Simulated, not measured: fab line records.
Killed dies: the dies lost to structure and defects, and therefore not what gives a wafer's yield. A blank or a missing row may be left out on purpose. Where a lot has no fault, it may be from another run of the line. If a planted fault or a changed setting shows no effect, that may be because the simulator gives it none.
The tool behind it: which one? || flow rit cmos || 14 lots, 42 wafers sampled, at 4 steps of a route of 202

## WHAT THE GAUGES READ, wafer by wafer
RIT_SILICIDE_RS_MEAS_02: the measuring method here is four-point-probe.
{"lot": "L778", "measured": "day 3 13:36", "on": "film metro-03", "SILICIDE_TI_RS (ohm/sq)": "49.1 48.8 48.2"}
{"lot": "L779", "measured": "day 4 02:35", "on": "film metro-04", "SILICIDE_TI_RS (ohm/sq)": "48.8 48.5 48.0"}
{"lot": "L780", "measured": "day 4 15:29", "on": "film metro-04", "SILICIDE_TI_RS (ohm/sq)": "48.7 48.8 50.3"}
{"lot": "L781", "measured": "day 4 19:14", "on": "film metro-04", "SILICIDE_TI_RS (ohm/sq)": "48.4 48.4 47.5"}
{"lot": "L782", "measured": "day 4 21:44", "on": "film metro-02", "SILICIDE_TI_RS (ohm/sq)": "47.1 48.1 46.9"}
{"lot": "L783", "measured": "day 5 03:58", "on": "film metro-03", "SILICIDE_TI_RS (ohm/sq)": "49.7 48.7 48.8"}
{"lot": "L784", "measured": "day 5 04:20", "on": "film metro-04", "SILICIDE_TI_RS (ohm/sq)": "47.8 47.7 47.8"}
{"lot": "L786", "measured": "day 5 22:56", "on": "film metro-02", "SILICIDE_TI_RS (ohm/sq)": "45.9 47.4 45.9"}
{"lot": "L791", "measured": "day 6 12:43", "on": "film metro-04", "SILICIDE_TI_RS (ohm/sq)": "47.5 46.9 48.5"}
{"lot": "L792", "measured": "day 6 16:05", "on": "film metro-04", "SILICIDE_TI_RS (ohm/sq)": "47.8 47.4 47.2"}
{"lot": "L793", "measured": "day 6 16:50", "on": "film metro-02", "SILICIDE_TI_RS (ohm/sq)": "48.7 48.6 48.6"}
{"lot": "L794", "measured": "day 7 01:44", "on": "film metro-02", "SILICIDE_TI_RS (ohm/sq)": "48.1 48.3 48.6"}
{"lot": "L796", "measured": "day 7 07:39", "on": "film metro-04", "SILICIDE_TI_RS (ohm/sq)": "49.3 49.1 49.2"}
{"lot": "L799", "measured": "day 7 15:45", "on": "film metro-04", "SILICIDE_TI_RS (ohm/sq)": "49.3 49.1 49.0"}

RIT_SILICIDE_THK_MEAS_03: measures by xrf.
{"lot": "L778", "measured": "day 3 13:43", "on": "film metro-03", "SILICIDE_TI_THK (nm)": "28.9 29.3 29.7"}
{"lot": "L779", "measured": "day 4 02:41", "on": "film metro-04", "SILICIDE_TI_THK (nm)": "29.4 29.4 29.7"}
{"lot": "L780", "measured": "day 4 15:34", "on": "film metro-04", "SILICIDE_TI_THK (nm)": "29.4 29.3 28.7"}
{"lot": "L781", "measured": "day 4 19:21", "on": "film metro-04", "SILICIDE_TI_THK (nm)": "29.4 29.6 30.1"}
{"lot": "L782", "measured": "day 4 21:51", "on": "film metro-02", "SILICIDE_TI_THK (nm)": "30.4 29.8 30.4"}
{"lot": "L783", "measured": "day 5 04:03", "on": "film metro-03", "SILICIDE_TI_THK (nm)": "28.8 29.4 29.3"}
{"lot": "L784", "measured": "day 5 04:26", "on": "film metro-04", "SILICIDE_TI_THK (nm)": "29.7 29.8 29.7"}
{"lot": "L786", "measured": "day 5 23:04", "on": "film metro-02", "SILICIDE_TI_THK (nm)": "30.7 30.0 30.7"}
{"lot": "L791", "measured": "day 6 12:50", "on": "film metro-04", "SILICIDE_TI_THK (nm)": "30.0 30.2 29.3"}
{"lot": "L792", "measured": "day 6 16:12", "on": "film metro-04", "SILICIDE_TI_THK (nm)": "29.9 30.0 30.0"}
{"lot": "L793", "measured": "day 6 16:58", "on": "film metro-02", "SILICIDE_TI_THK (nm)": "29.5 29.4 29.4"}
{"lot": "L794", "measured": "day 7 01:51", "on": "film metro-02", "SILICIDE_TI_THK (nm)": "29.6 29.5 29.5"}
{"lot": "L796", "measured": "day 7 07:46", "on": "film metro-04", "SILICIDE_TI_THK (nm)": "29.1 29.4 29.2"}
{"lot": "L799", "measured": "day 7 15:52", "on": "film metro-04", "SILICIDE_TI_THK (nm)": "29.1 29.2 29.1"}

RIT_M1_BOW_MEAS_16.
{"lot": "L778", "measured": "day 3 20:20", "on": "film metro-03", "M1_BOW (um)": "16 19 10"}
{"lot": "L779", "measured": "day 4 09:14", "on": "film metro-03", "M1_BOW (um)": "15 29 27"}
{"lot": "L780", "measured": "day 4 22:25", "on": "film metro-01", "M1_BOW (um)": "25 20 7"}
{"lot": "L781", "measured": "day 5 02:36", "on": "film metro-01", "M1_BOW (um)": "16 10 19"}
{"lot": "L782", "measured": "day 5 05:04", "on": "film metro-03", "M1_BOW (um)": "13 8 19"}
{"lot": "L783", "measured": "day 5 10:43", "on": "film metro-01", "M1_BOW (um)": "17 11 16"}
{"lot": "L784", "measured": "day 5 12:13", "on": "film metro-02", "M1_BOW (um)": "16 18 23"}
{"lot": "L786", "measured": "day 6 07:55", "on": "film metro-01", "M1_BOW (um)": "23 21 13"}
{"lot": "L791", "measured": "day 6 19:47", "on": "film metro-01", "M1_BOW (um)": "15 11 7"}
{"lot": "L792", "measured": "day 6 23:04", "on": "film metro-03", "M1_BOW (um)": "11 23 17"}
{"lot": "L793", "measured": "day 7 00:34", "on": "film metro-03", "M1_BOW (um)": "29 13 16"}
{"lot": "L794", "measured": "day 7 09:50", "on": "film metro-03", "M1_BOW (um)": "12 17 18"}
{"lot": "L796", "measured": "day 7 14:23", "on": "film metro-03", "M1_BOW (um)": "13 15 14"}
{"lot": "L799", "measured": "day 7 22:20", "on": "film metro-03", "M1_BOW (um)": "12 23 7"}

## WHAT TOOL EACH LOT RAN ON (gives the tool, then ch and the chambers of the sampled wafers, and finally the start)
{"lot": "L778", "RIT_M1_SPUTTER_00": "pvd sputter-01, day 3 16:17"}
{"lot": "L779", "RIT_M1_SPUTTER_00": "pvd sputter-02, day 4 05:17"}
{"lot": "L780", "RIT_M1_SPUTTER_00": "pvd sputter-01, day 4 18:08"}
{"lot": "L781", "RIT_M1_SPUTTER_00": "pvd sputter-04, day 4 22:02"}
{"lot": "L782", "RIT_M1_SPUTTER_00": "pvd sputter-01, day 5 01:07"}
{"lot": "L783", "RIT_M1_SPUTTER_00": "pvd sputter-04, day 5 06:38"}
{"lot": "L784", "RIT_M1_SPUTTER_00": "pvd sputter-01, day 5 07:11"}
{"lot": "L786", "RIT_M1_SPUTTER_00": "pvd sputter-01, day 6 02:14"}
{"lot": "L791", "RIT_M1_SPUTTER_00": "pvd sputter-01, day 6 15:44"}
{"lot": "L792", "RIT_M1_SPUTTER_00": "pvd sputter-01, day 6 19:02"}
{"lot": "L793", "RIT_M1_SPUTTER_00": "pvd sputter-04, day 6 19:56"}
{"lot": "L794", "RIT_M1_SPUTTER_00": "pvd sputter-04, day 7 04:48"}
{"lot": "L796", "RIT_M1_SPUTTER_00": "pvd sputter-04, day 7 10:22"}
{"lot": "L799", "RIT_M1_SPUTTER_00": "pvd sputter-04, day 7 18:20"}
- RIT_M1_SPUTTER_00: material Al, target thk 400 nm, time 500 s.

## AS READ BY THE TOOLS THEMSELVES (means over the sampled wafers that have a number; for cases with no such wafer, the mark the record gives instead)
RIT_M1_SPUTTER_00.
{"lot": "L778", "tool": "pvd sputter-01", "chamber pressure pa (Pa)": 0.3999, "throttle valve pct (%)": 29.6}
{"lot": "L779", "tool": "pvd sputter-02", "chamber pressure pa (Pa)": 0.3999, "throttle valve pct (%)": 30.6}
{"lot": "L780", "tool": "pvd sputter-01", "chamber pressure pa (Pa)": 0.4002, "throttle valve pct (%)": 29.5}
{"lot": "L781", "tool": "pvd sputter-04", "chamber pressure pa (Pa)": 0.4004, "throttle valve pct (%)": 30.9}
{"lot": "L782", "tool": "pvd sputter-01", "chamber pressure pa (Pa)": 0.3999, "throttle valve pct (%)": 29.6}
{"lot": "L783", "tool": "pvd sputter-04", "chamber pressure pa (Pa)": 0.3994, "throttle valve pct (%)": 30.6}
{"lot": "L784", "tool": "pvd sputter-01", "chamber pressure pa (Pa)": 0.3999, "throttle valve pct (%)": 29.7}
{"lot": "L786", "tool": "pvd sputter-01", "chamber pressure pa (Pa)": 0.3993, "throttle valve pct (%)": 29.7}
{"lot": "L791", "tool": "pvd sputter-01", "chamber pressure pa (Pa)": 0.3634, "throttle valve pct (%)": 31.1}
{"lot": "L792", "tool": "pvd sputter-01", "chamber pressure pa (Pa)": 0.3623, "throttle valve pct (%)": 31.4}
{"lot": "L793", "tool": "pvd sputter-04", "chamber pressure pa (Pa)": 0.3999, "throttle valve pct (%)": 30.9}
{"lot": "L794", "tool": "pvd sputter-04", "chamber pressure pa (Pa)": 0.3998, "throttle valve pct (%)": 30.7}
{"lot": "L796", "tool": "pvd sputter-04", "chamber pressure pa (Pa)": 0.4003, "throttle valve pct (%)": 30.7}
{"lot": "L799", "tool": "pvd sputter-04", "chamber pressure pa (Pa)": 0.4004, "throttle valve pct (%)": 30.3}

## THE ANSWER, worked out from the rows above alone
Rule: what is usual is taken from the lots themselves. The widest of any qualifying gaps counts: lots, ordered by their means at a reading, are off when they make up no more than a third of the lots, leave a main group of 4 or more, and stand apart from it by 3 or more times the standard deviation of that group's means. The tables above print the reading to a certain number of digits; a main group whose means all agree to those digits is not used. Also off: a lot with no number at a reading for which 4 or more lots have one. Any other lot the step has rows for is counted as sound. First the gauges in route order, then the tools' own readings, where a lot's mean is used as printed above. At the first step where some lot is off, the reading lying furthest off is the one used; lots without a number count as furthest.
Off at RIT_M1_SPUTTER_00 (chamber pressure pa): L791, L792. The main group: mean 0.3999 Pa, standard deviation 0.00034.
If a tool, at that step or one of the process steps before it, ran each lot that is off and ran no sound lot following the first of them, it fits. One candidate fits, namely pvd sputter-01 at RIT_M1_SPUTTER_00. A fault onset in the window from L786 (day 6 02:14, its last sound lot) to L791 (day 6 15:44, its first lot off) fits.
The tool's own readings at RIT_M1_SPUTTER_00 bear it out: on the lots that are off they differ by more than 5 times the standard deviation of the sound lots' means. chamber pressure pa reads 0.3629 Pa there against 0.3999 Pa on the sound lots.

## WHAT THE SIMULATOR HAD PUT IN
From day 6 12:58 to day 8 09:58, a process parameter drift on pvd sputter-01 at RIT_M1_SPUTTER_00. Setting chamber pressure pa shifted by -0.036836 from 0.4.
Lots struck among those shown: L791, L792. This agrees with what the rule above found.
